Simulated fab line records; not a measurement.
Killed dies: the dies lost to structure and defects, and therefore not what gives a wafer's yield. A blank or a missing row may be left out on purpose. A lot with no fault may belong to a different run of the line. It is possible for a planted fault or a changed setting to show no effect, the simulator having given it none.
Which of the tools did it? ; flow ritCmos ; Sampling: 6 lots, 18 wafers, 2 of 202 route steps

## WHAT EACH GAUGE READ, for each wafer
RIT_SILICIDE_RS_MEAS_02: uses a four-point probe to measure.
lot;measured;on;SILICIDE_TI_RS (ohm/sq)
L496;day 3 11:39;filmMetro-04;46.7 46.4 46.2
L498;day 3 22:34;filmMetro-01;47.1 46.7 47.3
L500;day 4 07:25;filmMetro-01;48.3 48.2 47.9
L506;day 5 17:31;filmMetro-04;47.1 40.3 47.4
L513;day 7 01:29;filmMetro-02;47.8 47.9 47.9
L517;day 7 20:19;filmMetro-02;49.1 48.9 48.7

## WHAT TOOL EACH LOT RAN ON (gives the tool, then ch and the chambers of the sampled wafers, and finally the start)
lot;RIT_SILICIDE_SPUTTER_01
L496;pvdSputter-02, day 3 11:30
L498;pvdSputter-02, day 3 22:22
L500;pvdSputter-02, day 4 07:15
L506;pvdSputter-02, day 5 17:22
L513;pvdSputter-01, day 7 01:20
L517;pvdSputter-03, day 7 20:06
- RIT_SILICIDE_SPUTTER_01: material Ti, target thk 30 nm, time 240 s.

## THE ANSWER, worked out from the rows above alone
Rule: the lots themselves supply what counts as usual. The widest of any qualifying gaps counts: lots, ordered by their means at a reading, are off when they make up no more than a third of the lots, leave a main group of 4 or more, and stand apart from it by 3 or more times the standard deviation of that group's means. A main group is skipped when, at the precision printed for the reading in the tables above, its means are all equal. A lot without any number at a reading at which 4 lots or more have one is off too. Where the step has rows for the other lots, those lots are counted as sound.
No lot is off on any of the readings shown, so nothing can be concluded from this.

## WHAT THE SIMULATOR HAD PUT IN
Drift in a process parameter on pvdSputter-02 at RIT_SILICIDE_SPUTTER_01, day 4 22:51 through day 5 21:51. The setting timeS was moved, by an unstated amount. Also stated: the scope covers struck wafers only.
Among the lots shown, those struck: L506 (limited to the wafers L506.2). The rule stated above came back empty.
